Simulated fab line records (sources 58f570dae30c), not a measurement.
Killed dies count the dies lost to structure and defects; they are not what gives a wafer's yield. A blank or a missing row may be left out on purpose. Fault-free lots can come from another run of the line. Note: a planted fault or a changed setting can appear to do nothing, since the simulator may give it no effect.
fab line records | flow berkeleyCmos170
record lots=6 | wafers=18 | lastDay=13
route steps=331 shown M1@244 V1@254
lots untouched by any fault: they come from a run of this same line in which no faults occurred
startH: start of the lot's first displayed wafer, in hours after the record's first day | waitH: how many hours have passed since the lot's step before this one | " repeats the value in the row above | L1.1+2: a single row standing in for several wafers | - either no value or no given start | * or withheld: withheld | < > ~ a bound
route shown NAME@n: names a module that has steps shown in the file, with the first one's number in the route | usual: mean/standard deviation of fault-free wafers | same: alike in all rows | chamber/n: place in a boat | sites: readings site by site | _std_site: standard deviation of those values | _edge_site: outer sites' mean less inner sites' | radiusMm: for every site, how far away it sits from the centre of the wafer | mask NAME#n: copy n | behind: the last tool/chamber to shape the wafer | hold: the reason the lot was held/the length of the hold in hours/how it ended | device: whichever transistor did not switch (one of n, p or np) | end of line: the same wafers' tests at the end of the route | a step with no rows: only its recipe | killed: not the wafer's yield, but the dies lost to structure and defects at the first sort | map: a wafer's dies, marking killed ones x, the rest . and places with no die _
set.NAME: the run value of the setting; set.NAME@STEP: its run value at that earlier step | model.NAME: the simulator's own value behind a step, which no gauge read
lots seen at some steps along the route; tables by step, rows by wafer
services: when a tool's chamber went out of use (startH, in hours from the record's first day, below 0 if earlier), for how many hours, and the reason
## steps
# step UCB170_M1_EXPOSE_06
# recipe maskId=METAL1 | targetCdNm=700 | na=0.5 | sigmaOuter=0.6 | sourceShape=conventional | doseMj=21
# step UCB170_M1_PEB_07
# recipe pebTempC=130 | pebTimeS=withheld | resist=KrF
# step UCB170_M1_DEVELOP_08
# recipe developer=TMAH | developTimeS=45 | resist=KrF | devTempC=21
# step UCB170_M1_CD_MEAS_09
# recipe targetCdNm=700
# usual cdNm=700.2/1.2
lot.wafer | tool     | chamber | startH | waitH | cdNm
L518.1    | cdSem-02 | -       | 173.15 | -     | 697.6
L518.2    | "        | -       | "      | "     | 697.4
L518.4    | "        | -       | "      | "     | 698.4
L522.2    | cdSem-02 | -       | 196.32 | -     | 699.3
L522.4    | "        | -       | "      | "     | 700.6
L522.6    | "        | -       | "      | "     | 700.9
L528.1    | cdSem-01 | -       | 228.94 | -     | 699.7
L528.2    | "        | -       | "      | "     | 699.9
L528.3    | "        | -       | "      | "     | 700.9
L531.3    | cdSem-02 | -       | 244.34 | -     | 699.8
L531.4    | "        | -       | "      | "     | 700.3
L531.5    | "        | -       | "      | "     | 699.7
L533.1    | cdSem-02 | -       | 253.87 | -     | 698.7
L533.3    | "        | -       | "      | "     | 699.1
L533.6    | "        | -       | "      | "     | 698.8
L540.2    | cdSem-02 | -       | 289.01 | -     | 701.6
L540.5    | "        | -       | "      | "     | 701.1
L540.6    | "        | -       | "      | "     | 701.9
# step UCB170_M1_OVL_MEAS_10
# usual M1_OVL=3/6.7
lot.wafer | tool       | chamber | startH | waitH | M1_OVL[nm]
L518.1    | overlay-02 | -       | 173.27 | 0.1   | 6
L518.2    | "          | -       | "      | "     | 3
L518.4    | "          | -       | "      | "     | 7
L522.2    | overlay-02 | -       | 196.42 | 0.1   | 3
L522.4    | "          | -       | "      | "     | 4
L522.6    | "          | -       | "      | "     | -1
L528.1    | overlay-01 | -       | 229.06 | 0.1   | 11
L528.2    | "          | -       | "      | "     | 12
L528.3    | "          | -       | "      | "     | 13
L531.3    | overlay-01 | -       | 244.43 | 0.1   | 4
L531.4    | "          | -       | "      | "     | 5
L531.5    | "          | -       | "      | "     | 16
L533.1    | overlay-02 | -       | 253.99 | 0.1   | -6
L533.3    | "          | -       | "      | "     | -5
L533.6    | "          | -       | "      | "     | 13
L540.2    | overlay-01 | -       | 289.11 | 0.1   | 1
L540.5    | "          | -       | "      | "     | 2
L540.6    | "          | -       | "      | "     | 3
# step UCB170_M1_ETCH_11
# recipe chemistry=N2/H2 | targetDepthA=withheld | overetchA=withheld | target=BARC | timeS=withheld | sourceW=500 | biasW=100 | pressureMtorr=30 | n2FlowSccm=100 | h2FlowSccm=200
# usual drypumpMotorCurrentA=5.9/0.38 | oesProductAu=1.009/0.022 | throttleValvePct=13.31/0.22
lot.wafer | tool       | chamber | startH | waitH | drypumpMotorCurrentA | oesProductAu | throttleValvePct
L518.1    | rieDiel-04 | 1       | 173.31 | 0.0   | 6.0                  | 0.998        | 13.13
L518.2    | "          | 0       | "      | "     | 5.7                  | 1.002        | 13.28
L518.4    | "          | 2       | "      | "     | 6.4                  | 0.988        | 13.18
L522.2    | rieDiel-04 | 0       | 196.45 | 0.0   | 5.7                  | 1.008        | 13.29
L522.4    | "          | 3       | "      | "     | 5.6                  | 1.017        | 13.71
L522.6    | "          | 0       | "      | "     | 5.7                  | 1.002        | 13.28
L528.1    | rieDiel-02 | 1       | 229.10 | 0.0   | 5.5                  | 1.044        | 13.45
L528.2    | "          | 3       | "      | "     | 6.2                  | 0.990        | 13.52
L528.3    | "          | 2       | "      | "     | 5.8                  | 1.007        | 13.04
L531.3    | rieDiel-01 | 2       | 244.45 | 0.0   | 5.8                  | 0.982        | 13.40
L531.4    | "          | 3       | "      | "     | 5.4                  | 1.012        | 13.31
L531.5    | "          | 3       | "      | "     | 5.4                  | 1.008        | 13.29
L533.1    | rieDiel-01 | 3       | 254.03 | 0.0   | 5.4                  | 1.020        | 13.31
L533.3    | "          | 0       | "      | "     | 6.7                  | 1.045        | 13.27
L533.6    | "          | 1       | "      | "     | 6.2                  | 0.993        | 12.99
L540.2    | rieDiel-02 | 0       | 289.14 | 0.0   | 6.1                  | 1.032        | 13.68
L540.5    | "          | 3       | "      | "     | 6.2                  | 0.997        | 13.52
L540.6    | "          | 2       | "      | "     | 5.8                  | 1.002        | 13.03
# step UCB170_M1_METAL_ETCH_12
# recipe chemistry=Cl2/BCl3 | target=Al | stopOn=PSG | pressureMtorr=12 | targetDepthA=7800 | overEtchFrac=0.3 | timeS=130 | icpW=600 | biasW=120 | Cl2_flow_sccm=90 | bcl3FlowSccm=45
# usual drypumpMotorCurrentA=5.5/0.58 | oesProductAu=0.851/0.016 | throttleValvePct=24.43/0.072
lot.wafer | tool        | chamber | startH | waitH | drypumpMotorCurrentA | oesProductAu | rfHoursCounterH | throttleValvePct
L518.1    | rieMetal-03 | 1       | 173.35 | -     | 6.6                  | 0.847        | 4               | 24.53
L518.2    | "           | 0       | "      | "     | 4.9                  | 0.854        | 7               | 24.46
L518.4    | "           | 1       | "      | "     | 6.6                  | 0.841        | -               | 24.53
L522.2    | rieMetal-01 | 1       | 196.49 | -     | 5.0                  | 0.837        | 8               | 24.31
L522.4    | "           | 1       | "      | "     | 5.0                  | 0.850        | -               | 24.32
L522.6    | "           | 1       | "      | "     | 5.0                  | 0.830        | -               | 24.33
L528.1    | rieMetal-03 | 0       | 229.14 | -     | 5.0                  | 0.856        | 8               | 24.48
L528.2    | "           | 1       | "      | "     | 6.6                  | 0.848        | 5               | 24.53
L528.3    | "           | 0       | "      | "     | 4.9                  | 0.839        | -               | 24.47
L531.3    | rieMetal-03 | 0       | 244.54 | -     | 4.9                  | 0.860        | -               | 24.47
L531.4    | "           | 1       | "      | "     | 6.6                  | 0.845        | -               | 24.54
L531.5    | "           | 0       | "      | "     | 4.9                  | 0.853        | -               | 24.45
L533.1    | rieMetal-01 | 0       | 254.07 | -     | 5.6                  | 0.881        | 3               | 24.42
L533.3    | "           | 1       | "      | "     | 5.1                  | 0.835        | -               | 24.31
L533.6    | "           | 1       | "      | "     | 5.0                  | 0.846        | -               | 24.30
L540.2    | rieMetal-04 | 1       | 289.19 | -     | 5.5                  | 0.828        | 11              | 24.38
L540.5    | "           | 1       | "      | "     | 5.5                  | 0.807        | -               | 24.40
L540.6    | "           | 0       | "      | "     | 5.5                  | 0.890        | -               | 24.45
# step UCB170_M1_STRIP_13
# recipe chemistry=O2 | powerW=400 | pressureMtorr=3500 | platenTempC=withheld | o2FlowSccm=400 | overashFraction=0.5
# usual drypumpMotorCurrentA=5.72/0.25 | oesProductAu=0.721/0.0044
# same overashFraction=0.5
lot.wafer | tool           | chamber | startH | waitH | drypumpMotorCurrentA | oesProductAu | rfHoursCounterH
L518.1    | plasmaAsher-03 | 0       | 173.48 | 0.1   | 5.73                 | 0.726        | 6
L518.2    | "              | 1       | "      | "     | 5.82                 | 0.722        | 6
L518.4    | "              | 1       | "      | "     | 5.81                 | 0.721        | -
L522.2    | plasmaAsher-03 | 1       | 196.63 | 0.1   | 5.80                 | 0.716        | 8
L522.4    | "              | 0       | "      | "     | 5.71                 | 0.717        | -
L522.6    | "              | 1       | "      | "     | 5.82                 | 0.722        | -
L528.1    | plasmaAsher-01 | 1       | 229.27 | 0.1   | 5.90                 | 0.724        | 52
L528.2    | "              | 0       | "      | "     | 5.89                 | 0.716        | 52
L528.3    | "              | 1       | "      | "     | 5.89                 | 0.718        | -
L531.3    | plasmaAsher-04 | 1       | 244.66 | 0.1   | 5.86                 | 0.717        | -
L531.4    | "              | 0       | "      | "     | 5.25                 | 0.727        | -
L531.5    | "              | 1       | "      | "     | 5.87                 | 0.721        | -
L533.1    | plasmaAsher-04 | 0       | 254.21 | 0.1   | 5.23                 | 0.722        | 54
L533.3    | "              | 0       | "      | "     | 5.22                 | 0.722        | -
L533.6    | "              | 1       | "      | "     | 5.87                 | 0.726        | -
L540.2    | plasmaAsher-01 | 0       | 289.32 | 0.1   | 5.89                 | 0.721        | 59
L540.5    | "              | 1       | "      | "     | 5.88                 | 0.721        | -
L540.6    | "              | 0       | "      | "     | 5.89                 | 0.721        | -
# step UCB170_M1_CD_MEAS_90
# recipe targetCdNm=700
# usual cdNm=700.4/2.3
lot.wafer | tool     | chamber | startH | waitH | cdNm
L518.1    | cdSem-02 | -       | 173.69 | 0.2   | 701.9
L518.2    | "        | -       | "      | "     | 698.9
L518.4    | "        | -       | "      | "     | 701.5
L522.2    | cdSem-02 | -       | 196.75 | 0.1   | 698.1
L522.4    | "        | -       | "      | "     | 699.9
L522.6    | "        | -       | "      | "     | 700.9
L528.1    | cdSem-01 | -       | 229.41 | 0.1   | 699.2
L528.2    | "        | -       | "      | "     | 703.1
L528.3    | "        | -       | "      | "     | 701.5
L531.3    | cdSem-01 | -       | 244.77 | 0.1   | 703.1
L531.4    | "        | -       | "      | "     | 704.7
L531.5    | "        | -       | "      | "     | 701.5
L533.1    | cdSem-02 | -       | 254.31 | 0.1   | 696.9
L533.3    | "        | -       | "      | "     | 697.6
L533.6    | "        | -       | "      | "     | 699.5
L540.2    | cdSem-01 | -       | 289.44 | 0.1   | 699.1
L540.5    | "        | -       | "      | "     | 698.6
L540.6    | "        | -       | "      | "     | 698.7
# step UCB170_M1_ANNEAL_14
# recipe tempC=400 | timeS=1223 | ambient=formingGas
# step UCB170_V1_CVD_00
# recipe material=SiO2 | targetThkNm=2000 | tempC=390 | precursor=TEOS/O2 | timeS=250 | rfW=550 | pressureMtorr=9000
# usual heaterPowerW=241/66
lot.wafer | tool     | chamber | startH | waitH | heaterPowerW
L518.1    | pecvd-01 | 1       | 175.51 | 0.0   | 177
L518.2    | "        | 2       | "      | "     | 193
L518.4    | "        | 1       | "      | "     | 109
L522.2    | pecvd-03 | 1       | 199.15 | 0.0   | 267
L522.4    | "        | 0       | "      | "     | 224
L522.6    | "        | 1       | "      | "     | 324
L528.1    | pecvd-03 | 0       | 230.97 | 0.0   | 242
L528.2    | "        | 1       | "      | "     | 307
L528.3    | "        | 2       | "      | "     | 229
L531.3    | pecvd-03 | 0       | 246.18 | 0.0   | 312
L531.4    | "        | 0       | "      | "     | 231
L531.5    | "        | 1       | "      | "     | 234
L533.1    | pecvd-01 | 0       | 255.76 | 0.0   | 281
L533.3    | "        | 2       | "      | "     | 209
L533.6    | "        | 0       | "      | "     | 208
L540.2    | pecvd-04 | 0       | 291.65 | 0.0   | 318
L540.5    | "        | 1       | "      | "     | 187
L540.6    | "        | 2       | "      | "     | 196
# step UCB170_V1_THK_MEAS_01
# recipe reads=SiO2_of_V1_CVD_00
# usual V1_TEOS_THK=1999/26
lot.wafer | tool         | chamber | startH | waitH | V1_TEOS_THK[nm]
L518.1    | filmMetro-03 | -       | 175.66 | 0.1   | 1944
L518.2    | "            | -       | "      | "     | 1999
L518.4    | "            | -       | "      | "     | 2007
L522.2    | filmMetro-01 | -       | 199.31 | 0.1   | 1985
L522.4    | "            | -       | "      | "     | 2007
L522.6    | "            | -       | "      | "     | 2002
L528.1    | filmMetro-01 | -       | 231.12 | 0.1   | 1959
L528.2    | "            | -       | "      | "     | 1958
L528.3    | "            | -       | "      | "     | 1954
L531.3    | filmMetro-04 | -       | 246.36 | 0.1   | 1979
L531.4    | "            | -       | "      | "     | 1981
L531.5    | "            | -       | "      | "     | 1988
L533.1    | filmMetro-01 | -       | 255.91 | 0.1   | 1980
L533.3    | "            | -       | "      | "     | 1994
L533.6    | "            | -       | "      | "     | 2047
L540.2    | filmMetro-01 | -       | 291.82 | 0.1   | 1989
L540.5    | "            | -       | "      | "     | 1980
L540.6    | "            | -       | "      | "     | 1985
# step UCB170_V1_CMP_02
# recipe material=SiO2 | downForcePsi=6 | platenRpm=60 | padVelocityMS=0.75398
# usual headPressurePsi=6.002/0.013 | motorCurrentA=16.8/1.3 | platenRpm=59.99/0.039
lot.wafer | tool   | chamber | startH | waitH | headPressurePsi | motorCurrentA | platenRpm
L518.2    | cmp-01 | 0       | 175.72 | 0.0   | 6.013           | 14.5          | 59.91
L518.4    | "      | 1       | "      | "     | 5.985           | 15.8          | 60.06
L518.1    | "      | 3       | "      | "     | 5.992           | 17.0          | 60.03
L522.4    | cmp-02 | 1       | 199.36 | 0.0   | 5.983           | 15.5          | 60.07
L522.2    | "      | 2       | "      | "     | 6.023           | 19.1          | 60.09
L522.6    | "      | 1       | "      | "     | 5.996           | 15.4          | 60.03
L528.2    | cmp-01 | 0       | 231.18 | 0.0   | 6.001           | 15.7          | 60.03
L528.1    | "      | 1       | "      | "     | 6.009           | 15.0          | 59.95
L528.3    | "      | 3       | "      | "     | 5.988           | 16.1          | 60.00
L531.4    | cmp-02 | 2       | 246.50 | 0.1   | 6.024           | 19.4          | 65.95
L531.3    | "      | 3       | "      | "     | 5.991           | 17.6          | 65.93
L531.5    | "      | 0       | "      | "     | 6.010           | 17.2          | 66.06
L533.1    | cmp-02 | 0       | 256.02 | 0.1   | 6.007           | 18.9          | 65.99
L533.3    | "      | 1       | "      | "     | 6.020           | 16.2          | 65.96
L533.6    | "      | 0       | "      | "     | 6.032           | 18.0          | 66.01
L540.2    | cmp-01 | 2       | 291.87 | 0.0   | 6.027           | 16.4          | 60.08
L540.5    | "      | 2       | "      | "     | 6.022           | 16.6          | 60.00
L540.6    | "      | 3       | "      | "     | 5.992           | 16.5          | 60.01
# step UCB170_V1_BOW_MEAS_03
# recipe mode=bow
# usual V1_BOW=19/6.6
lot.wafer | tool         | chamber | startH | waitH | V1_BOW[um]
L518.1    | filmMetro-01 | -       | 176.02 | 0.1   | 15
L518.2    | "            | -       | "      | "     | 6
L518.4    | "            | -       | "      | "     | 15
L522.2    | filmMetro-03 | -       | 199.68 | 0.2   | 14
L522.4    | "            | -       | "      | "     | 12
L522.6    | "            | -       | "      | "     | 27
L528.1    | filmMetro-04 | -       | 231.48 | 0.2   | 25
L528.2    | "            | -       | "      | "     | 21
L528.3    | "            | -       | "      | "     | 16
L531.3    | filmMetro-03 | -       | 246.74 | 0.1   | 14
L531.4    | "            | -       | "      | "     | 21
L531.5    | "            | -       | "      | "     | 2
L533.1    | filmMetro-04 | -       | 256.27 | 0.2   | 22
L533.3    | "            | -       | "      | "     | 15
L533.6    | "            | -       | "      | "     | 14
L540.2    | filmMetro-04 | -       | 292.19 | 0.3   | 25
L540.5    | "            | -       | "      | "     | 26
L540.6    | "            | -       | "      | "     | 26
## services
tool           | chamber | startH | hours | kind
plasmaAsher-01 | -       | 158.69 | 1.4   | repair
cmp-02         | -       | 166.19 | 0.6   | repair
rieMetal-03    | -       | 167.15 | 1.6   | repair
rieDiel-02     | 3       | 169.34 | 1.6   | repair
rieMetal-01    | -       | 190.60 | 2.8   | pm
pecvd-01       | 1       | 195.32 | 25.0  | repair
cmp-02         | -       | 201.65 | 12.8  | repair
pecvd-01       | 0       | 202.04 | 17.7  | repair
pecvd-01       | -       | 204.51 | 1.9   | repair
rieDiel-04     | 2       | 206.53 | 3.4   | repair
plasmaAsher-03 | -       | 208.77 | 6.9   | repair
rieDiel-04     | 0       | 210.94 | 25.6  | repair
rieDiel-01     | 1       | 212.68 | 2.6   | repair
plasmaAsher-01 | -       | 218.85 | 1.7   | repair
plasmaAsher-04 | -       | 224.19 | 13.4  | repair
rieMetal-01    | -       | 224.33 | 14.6  | pm
rieDiel-01     | 1       | 224.83 | 2.5   | repair
cmp-01         | -       | 232.00 | 4.0   | pm
cmp-02         | -       | 233.21 | 0.3   | repair
cmp-01         | -       | 236.40 | 2.2   | repair
plasmaAsher-04 | -       | 248.66 | 2.8   | pm
rieDiel-04     | 1       | 280.39 | 5.5   | repair
rieDiel-01     | -       | 281.10 | 0.1   | repair
cmp-02         | -       | 289.55 | 0.9   | repair
## key
firstSign step=UCB170_V1_CMP_02 | reading=platenRpm | direction=up | sigmas=99+ | usual=59.99 | struck=65.98
effect none on later readings
metAt UCB170_V1_CMP_02
struckWafers L531.3,L531.4,L531.5,L533.1,L533.3,L533.6
sortLeftOut L533.1,L533.3,L533.6
onsetBetween 199.36 246.50
fault kind=processParameterDrift | tool=cmp-02 | chamber=- | onsetH=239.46 | steps=UCB170_V1_CMP_02 | channel=platenRpm | offset=6 | shape=step | endH=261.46 | actsIn=theseRecipesOnly | stated=60
# sortLeftOut: the simulated sort isn't trusted on such a fault, so these wafers' sort isn't shown, and their yield isn't known
